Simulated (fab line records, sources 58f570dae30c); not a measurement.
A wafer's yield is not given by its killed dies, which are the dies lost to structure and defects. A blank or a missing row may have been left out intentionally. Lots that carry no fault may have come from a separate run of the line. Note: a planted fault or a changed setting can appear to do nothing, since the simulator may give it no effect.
Check of tool commonality / flow berkeley cmos170 / 42 wafers sampled across 14 lots

== WHY THIS WAS OPENED ==
Of 14 lots, 2 have the reading PWELL_TW flagged at UCB170_PWELL_TW_MEAS_17. Wafers without a fault read 377.2, standard deviation 2.1.
Rule: flag the lot when none of its wafers has a number, or when each of its wafers that has one lies beyond 4 standard deviations from that mean. As for the other lots, they are considered sound.

lot=L130; measured=day 3 09:04; on=film metro-04; PWELL_TW, wafer by wafer=378.1 377.4 376.2; flag=
lot=L131; measured=day 3 10:46; on=film metro-02; PWELL_TW, wafer by wafer=376.4 374.8 377.0; flag=
lot=L132; measured=day 3 16:46; on=film metro-02; PWELL_TW, wafer by wafer=374.3 374.9 375.2; flag=
lot=L133; measured=day 3 20:32; on=film metro-04; PWELL_TW, wafer by wafer=378.3 377.7 379.6; flag=
lot=L134; measured=day 3 21:04; on=film metro-02; PWELL_TW, wafer by wafer=374.8 377.7 375.3; flag=
lot=L135; measured=day 4 03:23; on=film metro-04; PWELL_TW, wafer by wafer=377.7 375.7 376.8; flag=
lot=L142; measured=day 5 20:56; on=film metro-04; PWELL_TW, wafer by wafer=387.8 388.0 388.8; flag=FLAGGED
lot=L143; measured=day 6 03:17; on=film metro-03; PWELL_TW, wafer by wafer=392.8 392.7 394.4; flag=FLAGGED
lot=L144; measured=day 6 07:56; on=film metro-03; PWELL_TW, wafer by wafer=381.0 380.3 376.1; flag=
lot=L148; measured=day 6 22:59; on=film metro-03; PWELL_TW, wafer by wafer=380.1 380.5 381.4; flag=
lot=L147; measured=day 6 23:07; on=film metro-04; PWELL_TW, wafer by wafer=376.6 376.2 376.2; flag=
lot=L149; measured=day 7 07:10; on=film metro-03; PWELL_TW, wafer by wafer=379.8 378.4 379.3; flag=
lot=L151; measured=day 7 16:28; on=film metro-02; PWELL_TW, wafer by wafer=377.6 377.2 378.7; flag=
lot=L152; measured=day 7 22:02; on=film metro-02; PWELL_TW, wafer by wafer=376.8 375.0 375.2; flag=
Average over the flagged lots: 390.8; offset from the usual +13.6, equal to +6 standard deviations.

== EACH LOT AND THE TOOL IT RAN ON ==
The record holds 1 process step before the reading, out of a route of 331 steps. In each cell: the tool, then ch and the chambers that the sampled wafers went through, then the start.
lot=L130; flag=; UCB170_PWELL_IMPLANT_15=implanter-02 ch 0, day 3 08:52
lot=L131; flag=; UCB170_PWELL_IMPLANT_15=implanter-01 ch 0, day 3 10:31
lot=L132; flag=; UCB170_PWELL_IMPLANT_15=implanter-04 ch 0, day 3 16:32
lot=L133; flag=; UCB170_PWELL_IMPLANT_15=implanter-04 ch 0, day 3 20:15
lot=L134; flag=; UCB170_PWELL_IMPLANT_15=implanter-02 ch 0, day 3 20:50
lot=L135; flag=; UCB170_PWELL_IMPLANT_15=implanter-01 ch 0, day 4 03:08
lot=L142; flag=FLAGGED; UCB170_PWELL_IMPLANT_15=implanter-02 ch 0, day 5 20:41
lot=L143; flag=FLAGGED; UCB170_PWELL_IMPLANT_15=implanter-02 ch 0, day 6 03:04
lot=L144; flag=; UCB170_PWELL_IMPLANT_15=implanter-01 ch 0, day 6 07:41
lot=L148; flag=; UCB170_PWELL_IMPLANT_15=implanter-04 ch 0, day 6 22:47
lot=L147; flag=; UCB170_PWELL_IMPLANT_15=implanter-04 ch 0, day 6 22:52
lot=L149; flag=; UCB170_PWELL_IMPLANT_15=implanter-01 ch 0, day 7 06:56
lot=L151; flag=; UCB170_PWELL_IMPLANT_15=implanter-04 ch 0, day 7 16:13
lot=L152; flag=; UCB170_PWELL_IMPLANT_15=implanter-04 ch 0, day 7 21:47
What is done by these steps:
- UCB170_PWELL_IMPLANT_15
- UCB170_PWELL_TW_MEAS_17

== FLAGGED OVER TOTAL, TOOL BY TOOL (the gauges that took the reading come last) ==
step=UCB170_PWELL_IMPLANT_15; tool=implanter-01; lots run=4; flagged=0; share of the flagged lots=none; sound lots run after its first flagged lot=-
step=UCB170_PWELL_IMPLANT_15; tool=implanter-02; lots run=4; flagged=2; share of the flagged lots=all; sound lots run after its first flagged lot=0
step=UCB170_PWELL_IMPLANT_15; tool=implanter-04; lots run=6; flagged=0; share of the flagged lots=none; sound lots run after its first flagged lot=-
step=UCB170_PWELL_TW_MEAS_17; tool=film metro-02; lots run=5; flagged=0; share of the flagged lots=none; sound lots run after its first flagged lot=-
step=UCB170_PWELL_TW_MEAS_17; tool=film metro-03; lots run=4; flagged=1; share of the flagged lots=some; sound lots run after its first flagged lot=3 (L144,L148,L149)
step=UCB170_PWELL_TW_MEAS_17; tool=film metro-04; lots run=5; flagged=1; share of the flagged lots=some; sound lots run after its first flagged lot=1 (L147)

== THE TABLE: WHAT IT ALLOWS ==
All flagged lots share 1 row of the table, namely implanter-02 at UCB170_PWELL_IMPLANT_15.
- implanter-02 at UCB170_PWELL_IMPLANT_15 ran 4 lots, 2 of them flagged. It ran its last sound lot, L134, at day 3 20:50 and its first flagged lot, L142, at day 5 20:41: a fault with its onset between the two fits. Its own readings lie more than 4 standard deviations out on every wafer of the flagged lots: dose ions cm2, faraday current uA.
implanter-02 at UCB170_PWELL_IMPLANT_15 is the single tool remaining.

== WHAT WAS PUT IN BY THE SIMULATOR ==
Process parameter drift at UCB170_PWELL_IMPLANT_15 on implanter-02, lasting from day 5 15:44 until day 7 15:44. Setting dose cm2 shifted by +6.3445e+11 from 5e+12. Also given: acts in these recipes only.
Struck lots among those shown: L142, L143. The same result came from the rule above.
